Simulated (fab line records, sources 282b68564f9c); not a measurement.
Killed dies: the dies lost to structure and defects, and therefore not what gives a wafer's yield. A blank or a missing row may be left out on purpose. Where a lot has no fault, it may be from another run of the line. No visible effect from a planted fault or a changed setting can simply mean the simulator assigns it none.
Split-lot experiment + flow rit_cmos + 23 wafers read from 5 lots, route of 202 steps

## ON THE SPLIT
At RIT_NRETRO_SOFTBAKE_02 (time 60 s), the setting temp_c was moved away from the recipe's 90 C on 4 of the 23 wafers read, by -3.4% to +3.7%. All remaining wafers had this setting at the recipe value.

## FROM THE SPLIT TO THE READING: what the file shows between them, 2 steps
- RIT_NRETRO_EXPOSE_03: exposes mask M4, target cd 43900 nm
- RIT_NRETRO_PEB_04

## THE READING
NOVOLAK_of_NRETRO_COAT_01.thk_nm (the simulator's own value, which no gauge read), in nm, at RIT_NRETRO_DEVELOP_05 (develop time 68 s). The file gives no usual value for it. Here, 19 wafers ran the recipe; their average is 1299 nm with a standard deviation of 3.1 nm.

| wafer  | tool, chamber at the split | temp_c as run, C | against the recipe | NOVOLAK_of_NRETRO_COAT_01.thk_nm, nm | against lot-mates on the recipe |
|--------|----------------------------|------------------|--------------------|--------------------------------------|---------------------------------|
| L078.2 | litho_track-03, 0          | 90               | recipe             | 1298                                 | -                               |
| L078.4 | litho_track-03, 0          | 90               | recipe             | 1298                                 | -                               |
| L078.3 | litho_track-03, 0          | 90               | recipe             | 1300                                 | -                               |
| L078.5 | litho_track-03, 0          | 90               | recipe             | 1294                                 | -                               |
| L078.6 | litho_track-03, 0          | 90               | recipe             | 1294                                 | -                               |
| L079.2 | litho_track-04, 0          | 90               | recipe             | 1298                                 | -                               |
| L079.3 | litho_track-04, 0          | 90               | recipe             | 1304                                 | -                               |
| L079.6 | litho_track-04, 0          | 90               | recipe             | 1300                                 | -                               |
| L080.1 | litho_track-04, 0          | 90               | recipe             | 1298                                 | -                               |
| L080.6 | litho_track-04, 0          | 90               | recipe             | 1298                                 | -                               |
| L080.2 | litho_track-04, 0          | 90               | recipe             | 1301                                 | -                               |
| L080.4 | litho_track-04, 0          | 93.36            | +3.7%              | 1280                                 | -19                             |
| L080.5 | litho_track-04, 0          | 93.36            | +3.7%              | 1286                                 | -13                             |
| L083.1 | litho_track-03, 0          | 86.95            | -3.4%              | 1308                                 | +10                             |
| L083.2 | litho_track-03, 0          | 90               | recipe             | 1297                                 | -                               |
| L083.3 | litho_track-03, 0          | 90               | recipe             | 1295                                 | -                               |
| L083.4 | litho_track-03, 0          | 90               | recipe             | 1301                                 | -                               |
| L083.6 | litho_track-03, 0          | 86.95            | -3.4%              | 1306                                 | +8                              |
| L084.2 | litho_track-02, 0          | 90               | recipe             | 1296                                 | -                               |
| L084.3 | litho_track-02, 0          | 90               | recipe             | 1300                                 | -                               |
| L084.4 | litho_track-02, 0          | 90               | recipe             | 1304                                 | -                               |
| L084.5 | litho_track-02, 0          | 90               | recipe             | 1303                                 | -                               |
| L084.6 | litho_track-02, 0          | 90               | recipe             | 1303                                 | -                               |

FIT RESULTS
A straight line over all 23 wafers: NOVOLAK_of_NRETRO_COAT_01.thk_nm changes by -3.41 nm for each +1% of temp_c; r = -0.84; the points scatter about the line by 3.4 nm.
The same after taking each lot's own level away (the mean of its wafers on the recipe; 23 wafers): -3.59 nm for each +1%; r = -0.90; scatter 2.8 nm.
Per that fit: largest temp_c move, reading shift of 13 nm.
Measured against the standard deviation above, the lots' own levels, which go from 1296.8 to 1301.2 nm, span 1.4 times it.
Hence the lot-to-lot level has little effect on the slope; both slopes agree.
Check: for one of the wafers moved furthest among these (+3.7%), held out of the fit, the line's prediction against its lot-mates is -11.5 nm. Against them it came out at -19 nm.

## FURTHER SPLITS ON THESE WAFERS
Other splits were also applied to these wafers ahead of the reading. Each is held against what the fit with the lots' levels taken away leaves over:
| other split on the same wafers  | wafers away from the commonest value | r with NOVOLAK_of_NRETRO_COAT_01.thk_nm (lot level and that fit taken away) |
|---------------------------------|--------------------------------------|-----------------------------------------------------------------------------|
| RIT_ACTIVE_OXIDATION_01 temp_c  | 18                                   | +0.03                                                                       |
| RIT_ACTIVE_CVD_03 temp_c        | 10                                   | +0.13                                                                       |
| RIT_ACTIVE_EXPOSE_08 dose_mj    | 7                                    | -0.02                                                                       |
| RIT_NWELL_COAT_01 spin_rpm      | 6                                    | +0.23                                                                       |
| RIT_NWELL_IMPLANT_08 energy_kev | 5                                    | +0.13                                                                       |

## FILE'S OWN FIT
NOVOLAK_of_NRETRO_COAT_01.thk_nm changes by -3.57 nm for each +1% of temp_c, r = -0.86.
